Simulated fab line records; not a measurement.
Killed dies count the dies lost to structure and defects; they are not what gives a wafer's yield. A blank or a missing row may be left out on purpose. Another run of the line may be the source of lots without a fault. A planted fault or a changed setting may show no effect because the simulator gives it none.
Code-filled problem report in 8D (eight disciplines) form ; flow berkeleyCmos170 ; the parts of the form that need people (team, actions taken, sign-off) are left out

== 1. WHAT WENT WRONG ==
Mean of developerTempC at UCB170_GATE_DEVELOP_11: 18.90 C across 9 wafers in 3 lots; on wafers with no fault it is 21.00 C (standard deviation 0.1). That puts it -21 standard deviations away from the usual mean.
The step: develop time 45 s.
Seen first at day 8 02:00 on lithoTrack-01, wafer L149.1. The record has a number at this step for 45 wafers belonging to 15 lots. Rule for "out", or "out of limits": more than 4 standard deviations from the usual mean. The other wafers with a number count as sound.

== 2. WHAT THIS IS AND IS NOT ==
question;is;is not
which readings at this step;developerTempC;-
which lots;L149, L152, L153;L141, L142, L143, L145, L148, L157, L158, L159, L160, L162, L163, L164
which wafers of those lots;all that have a number;-
read on which tools;lithoTrack-01;lithoTrack-02, lithoTrack-04
when;from day 8 02:00;"up to then (15 sound wafers); but 21 sound wafers of L157, L158, L159, L160, L162, L163, L164 came after"

== 3. SUSPECTS, AND WHAT RULES EACH OUT ==
Counting: a tool stays on the suspect list if, at a process step up to the reading, it processed all lots that are out and no sound lot following the first of them.
- lithoTrack-01 at UCB170_GATE_DEVELOP_11 (develop time 45 s): kept. It processed each lot that is out, first L149 at day 8 02:00, and no sound lot thereafter; up to then, the last sound lot it processed was L148 at day 7 06:00. On those wafers its own readings are out: developerTempC.
Remaining after the count: lithoTrack-01 at UCB170_GATE_DEVELOP_11.

== 4. THE CAUSE (what the simulator had put in) ==
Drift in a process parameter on lithoTrack-01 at UCB170_GATE_DEVELOP_11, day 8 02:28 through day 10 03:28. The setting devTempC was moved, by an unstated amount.
The count eliminated every tool but this one.

== 5. THE CHAIN OF EFFECTS, in route order ==
One row per reading whose mean, taken over the struck wafers that have a number, lies over 3 standard deviations from the usual. Only readings for which the record gives a usual standard deviation are gone through. hours: the time from each lot's start at the first step in this table that gives one to its start at this step, as a median over the lots. sigmas: the change in usual standard deviations.
hours;step;reading;usual;on struck wafers;change;sigmas
0;UCB170_GATE_DEVELOP_11;developerTempC;21.00 C;18.90;-2.10;-21
It contains these process steps:
- UCB170_GATE_DEVELOP_11: develop time 45 s.
Later measuring or inspecting steps at which every struck wafer that the step has a row for has a number for every such reading, and none has moved that far: UCB170_GATE_OVL_MEAS_13.

== 6. WHAT WOULD HAVE CAUGHT IT SOONER ==
In this record the first reading out of limits was taken at day 8 02:00.
